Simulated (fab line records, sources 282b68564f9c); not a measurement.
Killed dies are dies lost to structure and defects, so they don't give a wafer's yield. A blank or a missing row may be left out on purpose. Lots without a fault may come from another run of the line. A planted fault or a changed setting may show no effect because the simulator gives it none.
Which tool did it? | flow rit_cmos | 13 lots, 39 wafers sampled, at 2 steps of a route of 202

WHAT THE GAUGES READ, wafer by wafer
RIT_CONTACT_CD_MEAS_08: target cd 1000 nm.
lot  | measured    | on        | cd_nm (nm)
L279 | day 3 16:10 | cd_sem-01 | 999.4 999.1 999.4
L281 | day 4 04:16 | cd_sem-01 | 999.7 998.1 1000.2
L282 | day 4 07:14 | cd_sem-02 | 1000.7 1001.9 1001.1
L285 | day 4 18:32 | cd_sem-01 | 1149.6 1146.9 1147.4
L288 | day 5 12:19 | cd_sem-02 | 999.2 998.2 1001.2
L289 | day 5 13:37 | cd_sem-02 | 998.6 998.2 997.7
L293 | day 6 10:31 | cd_sem-02 | 997.7 997.7 999.2
L294 | day 6 15:43 | cd_sem-02 | 1000.0 1001.7 1001.2
L297 | day 7 09:37 | cd_sem-02 | 1000.3 999.4 998.6
L298 | day 7 11:56 | cd_sem-02 | 996.2 998.6 997.5
L300 | day 7 20:38 | cd_sem-02 | 1002.9 1001.8 1001.1
L301 | day 8 01:33 | cd_sem-01 | 1000.1 996.6 999.0
L302 | day 8 08:00 | cd_sem-02 | 1001.6 1001.3 1001.4

WHICH TOOL RAN EACH LOT (tool, then ch and the chambers of the sampled wafers, then the start)
lot  | RIT_CONTACT_EXPOSE_05
L279 | iline_stepper-01 ch 0, day 3 15:40
L281 | iline_stepper-02 ch 0, day 4 03:41
L282 | iline_stepper-02 ch 0, day 4 06:37
L285 | iline_stepper-02 ch 0, day 4 18:01
L288 | iline_stepper-02 ch 0, day 5 11:48
L289 | iline_stepper-01 ch 0, day 5 13:05
L293 | iline_stepper-01 ch 0, day 6 09:59
L294 | iline_stepper-01 ch 0, day 6 15:12
L297 | iline_stepper-02 ch 0, day 7 09:05
L298 | iline_stepper-01 ch 0, day 7 11:25
L300 | iline_stepper-02 ch 0, day 7 20:07
L301 | iline_stepper-02 ch 0, day 8 01:02
L302 | iline_stepper-02 ch 0, day 8 07:29
- RIT_CONTACT_EXPOSE_05: exposes mask M11, target cd 1000 nm.

WHAT THE TOOLS THEMSELVES READ (means of the sampled wafers that have a number; where no wafer has one, the mark that the record gives instead)
RIT_CONTACT_EXPOSE_05.
lot  | tool             | stage_vel_mm_s (mm/s)
L279 | iline_stepper-01 | 500.04
L281 | iline_stepper-02 | 499.96
L282 | iline_stepper-02 | 499.86
L285 | iline_stepper-02 | 499.74
L288 | iline_stepper-02 | 500.05
L289 | iline_stepper-01 | 499.99
L293 | iline_stepper-01 | 499.98
L294 | iline_stepper-01 | 499.95
L297 | iline_stepper-02 | 499.83
L298 | iline_stepper-01 | 499.89
L300 | iline_stepper-02 | 499.99
L301 | iline_stepper-02 | 499.87
L302 | iline_stepper-02 | 500.04

THE ANSWER, worked out from the rows above alone
Rule: what is usual is taken from the lots themselves. Put in order of their means at a reading, lots are off if they are a third of the lots or fewer, leave a main group of 4 or more, and stand apart from it by a gap of 3 or more times the standard deviation of the main group's means; of several such gaps the widest counts. A main group whose means are all the same, to the digits that the tables above print for the reading, isn't used. A lot without any number at a reading at which 4 lots or more have one is off too. The other lots that the step has rows for count as sound. The gauges are gone through in route order, then the tools' own readings, and for those a lot's mean is taken as printed above. The first step at which some lot is off is used, and at that step the reading that is off furthest; a lot without a number counts as furthest.
Off: L285, at RIT_CONTACT_CD_MEAS_08 (cd_nm). The main group: mean 999.6 nm, standard deviation 1.4.
A tool fits if, at a process step before that reading, it ran every lot that is off, and no sound lot after the first of them. The gauges at RIT_CONTACT_CD_MEAS_08 are tried like those tools. None of those tried fits.

WHAT THE SIMULATOR HAD PUT IN
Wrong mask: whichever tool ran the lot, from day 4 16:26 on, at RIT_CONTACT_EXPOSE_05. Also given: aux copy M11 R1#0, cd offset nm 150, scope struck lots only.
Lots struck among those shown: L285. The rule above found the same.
